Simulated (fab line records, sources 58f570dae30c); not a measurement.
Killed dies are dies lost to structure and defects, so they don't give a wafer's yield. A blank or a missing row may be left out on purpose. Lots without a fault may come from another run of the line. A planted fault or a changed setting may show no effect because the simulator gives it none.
Problem report in the 8D (eight disciplines) form, filled by code | flow berkeley_cmos170 | the parts of the form that need people (team, actions taken, sign-off) are left out

1. THE PROBLEM
PVT_TW at UCB170_PVT_TW_MEAS_09 reads a mean of 467 on 6 wafers of 2 lots; wafers without a fault read 506 with a standard deviation of 3.8. That is -10 standard deviations from the usual mean.
First seen on wafer L497.2, day 7 19:33, on film_metro-04. The record holds 42 wafers of 14 lots with a number at this step. Rule for "out", or "out of limits": more than 4 standard deviations from the usual mean. The other wafers with a number count as sound.

2. WHAT IT IS AND WHAT IT IS NOT
question                    | is                     | is not
which readings at this step | PVT_TW                 | -
which lots                  | L497, L500             | L487, L489, L491, L492, L493, L494, L495, L501, L502, L503, L504, L508
which wafers of those lots  | all that have a number | -
read on which gauges        | film_metro-04          | film_metro-02, film_metro-03
when                        | from day 7 19:33       | up to then (21 sound wafers); but 15 sound wafers of L501, L502, L503, L504, L508 came after

3. SUSPECTS, AND WHAT RULES EACH OUT
Counting: a tool at a process step up to the reading stays a suspect if it ran every lot that is out and no sound lot after the first of them.
- the gauge at UCB170_PVT_TW_MEAS_09: ruled out. All the wafers that are out were read on film_metro-04, but those of them that UCB170_PVT_IMPLANT_07 has rows for are out there too, on other tools.
- implanter-03 at UCB170_PVT_IMPLANT_07: kept. It ran every lot that is out, first L497 (day 7 19:19), and no sound lot after that; its last sound lot up to then is L495 (day 7 10:37). Its own readings are out on those wafers: dose_ions_cm2, faraday_current_uA.
Left after counting: implanter-03 at UCB170_PVT_IMPLANT_07.

4. THE CAUSE (what the simulator had put in)
Process parameter drift: implanter-03, from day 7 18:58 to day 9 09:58, at UCB170_PVT_IMPLANT_07. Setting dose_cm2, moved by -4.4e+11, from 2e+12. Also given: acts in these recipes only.
Counting left only this tool.

5. THE CHAIN OF EFFECTS, in route order
Each row: a reading whose mean over the struck wafers that have a number lies more than 3 standard deviations from the usual. Only readings for which the record gives a usual standard deviation are gone through. hours: the time from each lot's start at the first step in this table that gives one to its start at this step, as a median over the lots. sigmas: the change in usual standard deviations.
hours | step                  | reading            | usual      | on struck wafers | change      | sigmas
0     | UCB170_PVT_IMPLANT_07 | dose_ions_cm2      | 2.0001e+12 | 1.5606e+12       | -4.3953e+11 | -99 or more
0     | UCB170_PVT_IMPLANT_07 | faraday_current_uA | 6.36       | 4.89             | -1.47       | -12
0     | UCB170_PVT_TW_MEAS_09 | PVT_TW             | 506        | 467              | -39         | -10
The process steps in it:
- UCB170_PVT_IMPLANT_07

6. WHAT WOULD HAVE CAUGHT IT SOONER
In this record the first reading out of limits at a measuring or inspecting step was taken at day 7 19:33, 1 hour after the fault began at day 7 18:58.
The tool's own readings at UCB170_PVT_IMPLANT_07 were out on every struck wafer that the step has a row for (dose_ions_cm2, faraday_current_uA): an alarm limit on them would have fired on the first of those.
Of the lots that are out (2), L500 began UCB170_PVT_IMPLANT_07 on implanter-03 after day 7 19:33. A hold on the tool at that time would have spared it.
